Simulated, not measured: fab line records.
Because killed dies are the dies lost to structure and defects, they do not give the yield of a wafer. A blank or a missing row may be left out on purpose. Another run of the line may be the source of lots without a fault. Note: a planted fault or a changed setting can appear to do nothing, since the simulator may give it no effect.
Which tool is to blame? :: flow rit_cmos :: 14 lots, 42 wafers sampled, at 3 steps of a route of 202

== WHAT EACH GAUGE READ, for each wafer ==
RIT_PSD_TW_MEAS_10. Usual: for PSD_TW the level is 3409 and the standard deviation is 24.
lot: L308
measured: day 3 13:56
on: film_metro-04
PSD_TW: 3386 3372 3359
flag: 

lot: L310
measured: day 3 18:08
on: film_metro-01
PSD_TW: 3421 3419 3405
flag: 

lot: L309
measured: day 3 19:46
on: film_metro-01
PSD_TW: 3407 3413 3437
flag: 

lot: L311
measured: day 4 00:56
on: film_metro-03
PSD_TW: 3401 3379 3386
flag: 

lot: L312
measured: day 4 05:31
on: film_metro-01
PSD_TW: 3434 3422 3442
flag: 

lot: L313
measured: day 4 10:44
on: film_metro-01
PSD_TW: 3433 3436 3444
flag: 

lot: L315
measured: day 4 18:47
on: film_metro-01
PSD_TW: 3447 3442 3451
flag: 

lot: L318
measured: day 5 07:50
on: film_metro-01
PSD_TW: 3393 3407 3420
flag: 

lot: L317
measured: day 5 09:53
on: film_metro-04
PSD_TW: 3373 3399 3383
flag: 

lot: L319
measured: day 5 13:32
on: film_metro-03
PSD_TW: 3546 3555 3555
flag: OFF

lot: L321
measured: day 5 23:25
on: film_metro-01
PSD_TW: 3516 3510 3507
flag: OFF

lot: L328
measured: day 7 09:24
on: film_metro-03
PSD_TW: 3435 3426 3423
flag: 

lot: L330
measured: day 7 20:43
on: film_metro-03
PSD_TW: 3408 3419 3416
flag: 

lot: L331
measured: day 8 01:26
on: film_metro-01
PSD_TW: 3415 3420 3431
flag: 

RIT_SDANNEAL_RS_MEAS_04: uses a four-point probe to measure. Usual: for PSD_RS the level is 115.9 ohm/sq and the standard deviation is 0.34.
lot: L308
measured: day 3 14:25
on: film_metro-03
PSD_RS (ohm/sq): 115.7 115.6 115.5
flag: 

lot: L310
measured: day 3 18:38
on: film_metro-01
PSD_RS (ohm/sq): 116.2 116.4 116.1
flag: 

lot: L309
measured: day 3 20:38
on: film_metro-03
PSD_RS (ohm/sq): 115.4 115.8 115.4
flag: 

lot: L311
measured: day 4 01:27
on: film_metro-04
PSD_RS (ohm/sq): 115.8 116.0 115.8
flag: 

lot: L312
measured: day 4 06:01
on: film_metro-04
PSD_RS (ohm/sq): 116.2 116.0 116.1
flag: 

lot: L313
measured: day 4 11:13
on: film_metro-01
PSD_RS (ohm/sq): 116.0 116.2 116.1
flag: 

lot: L315
measured: day 4 19:19
on: film_metro-04
PSD_RS (ohm/sq): 115.5 116.1 115.5
flag: 

lot: L318
measured: day 5 08:20
on: film_metro-04
PSD_RS (ohm/sq): 115.6 115.6 115.8
flag: 

lot: L317
measured: day 5 10:34
on: film_metro-04
PSD_RS (ohm/sq): 115.7 115.8 115.5
flag: 

lot: L319
measured: day 5 14:05
on: film_metro-03
PSD_RS (ohm/sq): 110.5 110.1 110.3
flag: OFF

lot: L321
measured: day 5 23:56
on: film_metro-04
PSD_RS (ohm/sq): 110.3 109.9 110.0
flag: OFF

lot: L328
measured: day 7 09:55
on: film_metro-03
PSD_RS (ohm/sq): 115.4 115.5 115.5
flag: 

lot: L330
measured: day 7 21:13
on: film_metro-04
PSD_RS (ohm/sq): 115.6 115.4 115.7
flag: 

lot: L331
measured: day 8 02:00
on: film_metro-03
PSD_RS (ohm/sq): 115.1 115.5 115.3
flag: 

== WHICH TOOL RAN EACH LOT (tool, then ch and the chambers of the sampled wafers, then the start) ==
lot: L308
RIT_PSD_IMPLANT_08: implanter-02 ch 0, day 3 13:37

lot: L310
RIT_PSD_IMPLANT_08: implanter-03 ch 0, day 3 17:50

lot: L309
RIT_PSD_IMPLANT_08: implanter-01 ch 0, day 3 19:26

lot: L311
RIT_PSD_IMPLANT_08: implanter-02 ch 0, day 4 00:28

lot: L312
RIT_PSD_IMPLANT_08: implanter-03 ch 0, day 4 05:13

lot: L313
RIT_PSD_IMPLANT_08: implanter-03 ch 0, day 4 10:25

lot: L315
RIT_PSD_IMPLANT_08: implanter-01 ch 0, day 4 18:29

lot: L318
RIT_PSD_IMPLANT_08: implanter-01 ch 0, day 5 07:32

lot: L317
RIT_PSD_IMPLANT_08: implanter-02 ch 0, day 5 09:34

lot: L319
RIT_PSD_IMPLANT_08: implanter-01 ch 0, day 5 13:13

lot: L321
RIT_PSD_IMPLANT_08: implanter-01 ch 0, day 5 23:06

lot: L328
RIT_PSD_IMPLANT_08: implanter-02 ch 0, day 7 09:05

lot: L330
RIT_PSD_IMPLANT_08: implanter-02 ch 0, day 7 20:23

lot: L331
RIT_PSD_IMPLANT_08: implanter-03 ch 0, day 8 01:07
- RIT_PSD_IMPLANT_08

== WHAT THE TOOLS THEMSELVES READ (means of the sampled wafers that have a number; where no wafer has one, the mark that the record gives instead) ==
RIT_PSD_IMPLANT_08. Usual: beam_on_s 13.2 s, standard deviation 1.1; dose_ions_cm2 5e+15, standard deviation 5.4e+12; tilt_deg 6.999 degrees, standard deviation 0.02.
lot: L308
tool: implanter-02
beam_on_s (s): 12.8
dose_ions_cm2: 5e+15
tilt_deg (degrees): 6.994
flag: 

lot: L310
tool: implanter-03
beam_on_s (s): 12.0
dose_ions_cm2: 5e+15
tilt_deg (degrees): 7.006
flag: 

lot: L309
tool: implanter-01
beam_on_s (s): 14.6
dose_ions_cm2: 5e+15
tilt_deg (degrees): 6.971
flag: 

lot: L311
tool: implanter-02
beam_on_s (s): 13.1
dose_ions_cm2: 5e+15
tilt_deg (degrees): 7.008
flag: 

lot: L312
tool: implanter-03
beam_on_s (s): 12.1
dose_ions_cm2: 5e+15
tilt_deg (degrees): 7.013
flag: 

lot: L313
tool: implanter-03
beam_on_s (s): 12.0
dose_ions_cm2: 5e+15
tilt_deg (degrees): 6.991
flag: 

lot: L315
tool: implanter-01
beam_on_s (s): 14.6
dose_ions_cm2: 5e+15
tilt_deg (degrees): 6.985
flag: 

lot: L318
tool: implanter-01
beam_on_s (s): 14.6
dose_ions_cm2: 5e+15
tilt_deg (degrees): 7.001
flag: 

lot: L317
tool: implanter-02
beam_on_s (s): 13.0
dose_ions_cm2: 5e+15
tilt_deg (degrees): 6.962
flag: 

lot: L319
tool: implanter-01
beam_on_s (s): 23.4
dose_ions_cm2: 8e+15
tilt_deg (degrees): 6.986
flag: OFF

lot: L321
tool: implanter-01
beam_on_s (s): 24.0
dose_ions_cm2: 8e+15
tilt_deg (degrees): 7.013
flag: OFF

lot: L328
tool: implanter-02
beam_on_s (s): 12.8
dose_ions_cm2: 5e+15
tilt_deg (degrees): 6.971
flag: 

lot: L330
tool: implanter-02
beam_on_s (s): 13.2
dose_ions_cm2: 5e+15
tilt_deg (degrees): 6.985
flag: 

lot: L331
tool: implanter-03
beam_on_s (s): 11.7
dose_ions_cm2: 5e+15
tilt_deg (degrees): 7.026
flag: 

== THE ANSWER, worked out from the rows above alone ==
Rule: a lot is off if the mean of its wafers that have a number lies more than 3 standard deviations from the usual mean. Also off: a lot with no number at a reading for which 4 or more lots have one. Where the step has rows for the other lots, those lots are counted as sound. Order of review: gauges by route order, followed by the tools' own readings, for which a lot's mean as printed above is used. At the first step where some lot is off, the reading lying furthest off is the one used; lots without a number count as furthest.
Off: L319, L321, at RIT_PSD_TW_MEAS_10 (PSD_TW).
A tool fits if, at a process step before that reading, it ran every lot that is off, and no sound lot after the first of them. Not tried: the gauges at RIT_PSD_TW_MEAS_10; whatever is off there is also off at RIT_PSD_IMPLANT_08, on other tools, and gauge error can't account for it. One fits: implanter-01 at RIT_PSD_IMPLANT_08. Its last sound lot is L318 (day 5 07:32), its first lot that is off L319 (day 5 13:13): a fault that began between those two fits.
The tool's own readings at RIT_PSD_IMPLANT_08 bear it out: on the lots that are off they differ by more than 5 times the standard deviation of the sound lots' means. beam_on_s reads 23.7 s there against 13.0 s on the sound lots; dose_ions_cm2 reads 8e+15 there against 5e+15 on the sound lots.

== WHAT THE SIMULATOR HAD INSERTED ==
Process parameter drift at RIT_PSD_IMPLANT_08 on implanter-01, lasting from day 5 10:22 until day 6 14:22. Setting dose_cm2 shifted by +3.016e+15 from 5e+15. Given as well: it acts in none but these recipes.
Lots struck among those shown: L319, L321. The same result came from the rule above.
